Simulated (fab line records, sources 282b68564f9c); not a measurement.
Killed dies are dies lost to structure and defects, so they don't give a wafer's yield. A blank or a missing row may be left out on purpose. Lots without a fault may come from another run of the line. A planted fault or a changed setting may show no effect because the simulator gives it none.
Problem report in the 8D (eight disciplines) form, filled by code | flow rit_cmos | the parts of the form that need people (team, actions taken, sign-off) are left out

1. THE PROBLEM
GATE_OXIDE_THK at RIT_GATE_THK_MEAS_07 reads a mean of 2.52 nm on 6 wafers of 2 lots; wafers without a fault read 3.00 nm with a standard deviation of 0.062. That is -7.7 standard deviations from the usual mean.
First seen on wafer L940.1, day 6 07:58, on film_metro-03. The record holds 42 wafers of 14 lots with a number at this step. Rule for "out", or "out of limits": more than 4 standard deviations from the usual mean. The other wafers with a number count as sound.

2. WHAT IT IS AND WHAT IT IS NOT
question                    | is                           | is not
which readings at this step | GATE_OXIDE_THK               | -
which lots                  | L940, L941                   | L922, L923, L925, L926, L928, L930, L932, L933, L935, L942, L944, L945
which wafers of those lots  | all that have a number       | -
read on which gauges        | film_metro-01, film_metro-03 | film_metro-04
when                        | from day 6 07:58             | up to then (27 sound wafers); but 9 sound wafers of L942, L944, L945 came after

3. SUSPECTS, AND WHAT RULES EACH OUT
Counting: a tool at a process step up to the reading stays a suspect if it ran every lot that is out and no sound lot after the first of them.
- the gauge at RIT_GATE_THK_MEAS_07: ruled out. The wafers that are out were read on 2 gauges (film_metro-01, film_metro-03).
- plasma_asher-04 at RIT_ACTIVE_STRIP_14 (strips in O2, time 180 s): ruled out as a lasting fault. Sound lots L944 ran on it after its first lot that is out, L940 (day 5 09:15).
- furnace-01 at RIT_GATE_OXIDATION_05 (target thk 3 nm, ox time 270 s): kept. It ran every lot that is out, first L940 (day 6 04:52), and no sound lot after that; its last sound lot up to then is L932 (day 4 12:39). Its own readings are out on those wafers: spike_tc_centre_C, spike_tc_load_C, spike_tc_source_C, tube_center_temp_C, tube_center_temp_C_max.
Left after counting: furnace-01 at RIT_GATE_OXIDATION_05.

4. THE CAUSE (what the simulator had put in)
Process parameter drift: furnace-01, from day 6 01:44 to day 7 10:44, at RIT_GATE_OXIDATION_05. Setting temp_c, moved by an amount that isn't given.
Counting left only this tool.

5. THE CHAIN OF EFFECTS, in route order
Each row: a reading whose mean over the struck wafers that have a number lies more than 3 standard deviations from the usual. Only readings for which the record gives a usual standard deviation are gone through. hours: the time from each lot's start at the first step in this table that gives one to its start at this step, as a median over the lots. sigmas: the change in usual standard deviations.
hours | step                  | reading                | usual    | on struck wafers | change | sigmas
0     | RIT_GATE_OXIDATION_05 | spike_tc_centre_C      | 902.9 C  | 890.5            | -12.4  | -6.9
0     | RIT_GATE_OXIDATION_05 | spike_tc_load_C        | 925.7 C  | 909.9            | -15.8  | -7.2
0     | RIT_GATE_OXIDATION_05 | spike_tc_source_C      | 925.9 C  | 911.2            | -14.7  | -13
0     | RIT_GATE_OXIDATION_05 | tube_center_temp_C     | 900.02 C | 885.99           | -14.03 | -99 or more
0     | RIT_GATE_OXIDATION_05 | tube_center_temp_C_max | 902.3    | 888.1            | -14.1  | -42
2     | RIT_GATE_THK_MEAS_07  | GATE_OXIDE_THK         | 3.00 nm  | 2.52             | -0.48  | -7.7
The process steps in it:
- RIT_GATE_OXIDATION_05: target thk 3 nm, ox time 270 s.
Later measuring or inspecting steps at which every struck wafer that the step has a row for has a number for every such reading, and none has moved that far: RIT_NLDD_OVL_MEAS_06.

6. WHAT WOULD HAVE CAUGHT IT SOONER
In this record the first reading out of limits at a measuring or inspecting step was taken at day 6 07:58, 6 hours after the fault began at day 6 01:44.
The tool's own readings at RIT_GATE_OXIDATION_05 were out on every struck wafer that the step has a row for (spike_tc_centre_C, spike_tc_load_C, spike_tc_source_C, tube_center_temp_C, tube_center_temp_C_max): an alarm limit on them would have fired on the first of those.
Of the lots that are out (2), L941 began RIT_GATE_OXIDATION_05 on furnace-01 after day 6 07:58. A hold on the tool at that time would have spared it.
